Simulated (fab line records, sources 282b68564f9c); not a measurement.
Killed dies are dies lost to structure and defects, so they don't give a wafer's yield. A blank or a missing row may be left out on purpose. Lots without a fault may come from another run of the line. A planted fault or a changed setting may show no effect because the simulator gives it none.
A struck lot beside a sound one | flow rit_cmos | 26 steps out of a route of 202
Sound: wafers L530.1, L530.4, L530.5. Struck: wafers L541.3, L541.4, L541.6. The cause comes at the end.
At each step with rows: each side's tool, then ch and its chambers, then its first start. Under that, the readings that differ: sound wafers | struck wafers | difference of the means | sigmas: that difference in standard deviations of wafers without a fault.
alike: readings whose means differ by less than 2 such deviations, and words and numbers that are the same on both sides. not compared: withheld readings, readings that some wafer has no value for, bounds like >300 that may hide the same value, and numbers for which the record gives no deviation and whose values overlap.
The two part at a step that has a row with sigmas, a row that says differs or no value, or rows on one side only. Numbers that don't overlap but have no deviation are shown without sigmas and don't part them. A reading that every wafer of one side lacks parts them only if that side has two wafers or more.

first, 1 step without rows for these wafers: RIT_WELLDRIVE_ANNEAL_00 (time 14700 s).
RIT_WELLDRIVE_RS_MEAS_01: measures by four-point-probe.
  sound on film_metro-03, day 2 13:52; struck on film_metro-01, day 4 22:17
  alike: NWELL_RS
RIT_WELLDRIVE_RS_MEAS_02: measures by four-point-probe.
  sound on film_metro-03, day 2 13:59; struck on film_metro-01, day 4 22:24
  alike: PWELL_RS
then, 6 steps without rows for these wafers: RIT_NRETRO_HMDS_00 (prime time 60 s); RIT_NRETRO_COAT_01 (resist thk 1300 nm); RIT_NRETRO_SOFTBAKE_02 (time 60 s); RIT_NRETRO_EXPOSE_03 (exposes mask M4, target cd 43900 nm); RIT_NRETRO_PEB_04; RIT_NRETRO_DEVELOP_05 (develop time 68 s).
RIT_NRETRO_OVL_MEAS_06:
  sound on overlay-01, day 2 15:16; struck on overlay-01, day 4 23:22
  alike: NRETRO_OVL
then, 2 steps without rows for these wafers: RIT_NRETRO_HARDBAKE_07 (time 120 s); RIT_NRETRO_IMPLANT_08.
RIT_NRETRO_STRIP_09: strips in O2, time 180 s.
  sound on plasma_asher-03 ch 1, day 2 15:41; struck on plasma_asher-01 ch 0,1, day 4 23:51
  no value came back on the struck wafers for chamber_pressure_mTorr (mTorr), drypump_motor_current_A (A); on the sound wafers chamber_pressure_mTorr (mTorr) reads 4002 3995 4003
  reading                                     | sound | struck         | difference | sigmas
  model.NOVOLAK_of_NRETRO_COAT_01.thk_nm (nm) | 0 0 0 | 1134 1136 1137 | +1136      |
  not compared: rf_hours_counter_h
RIT_NRETRO_TW_MEAS_10:
  sound on film_metro-02, day 2 15:52; struck on film_metro-04, day 4 23:59
  alike: NRETRO_TW
then, 2 steps without rows for these wafers: RIT_PRETRO_HMDS_00 (prime time 60 s); RIT_PRETRO_COAT_01 (resist thk 1300 nm).
RIT_PRETRO_SOFTBAKE_02: time 61.53 s.
  sound on litho_track-01 ch 0, day 2 16:14; struck on litho_track-03 ch 0, day 5 00:23
  alike: plate_sensor_t_centre_C, plate_sensor_t_edge_C
then, 3 steps without rows for these wafers: RIT_PRETRO_EXPOSE_03 (exposes mask M5, target cd 43700 nm); RIT_PRETRO_PEB_04; RIT_PRETRO_DEVELOP_05 (develop time 68 s).
RIT_PRETRO_OVL_MEAS_06:
  sound on overlay-01, day 2 16:56; struck on overlay-02, day 5 00:55
  alike: PRETRO_OVL
then, 2 steps without rows for these wafers: RIT_PRETRO_HARDBAKE_07 (time 120 s); RIT_PRETRO_IMPLANT_08.
RIT_PRETRO_STRIP_09: strips in O2, time 180 s.
  sound on plasma_asher-03 ch 0,1, day 2 17:22; struck on plasma_asher-02 ch 0,1, day 5 01:24
  alike: chamber_pressure_mTorr, drypump_motor_current_A
  not compared: rf_hours_counter_h
RIT_PRETRO_TW_MEAS_10:
  sound on film_metro-04, day 2 17:32; struck on film_metro-04, day 5 01:32
  reading   | sound       | struck   | difference | sigmas
  PRETRO_TW | 473 474 473 | 30 30 30 | -443       | -99 or more
then, 1 step without rows for these wafers: RIT_GATE_WET_ETCH_00 (etches SiO2 in BOE, target depth 56 nm, time 60 s).

WHERE THEY PART
First at RIT_NRETRO_STRIP_09; last, within this record, at RIT_PRETRO_TW_MEAS_10.

WHY: what the simulator had put in
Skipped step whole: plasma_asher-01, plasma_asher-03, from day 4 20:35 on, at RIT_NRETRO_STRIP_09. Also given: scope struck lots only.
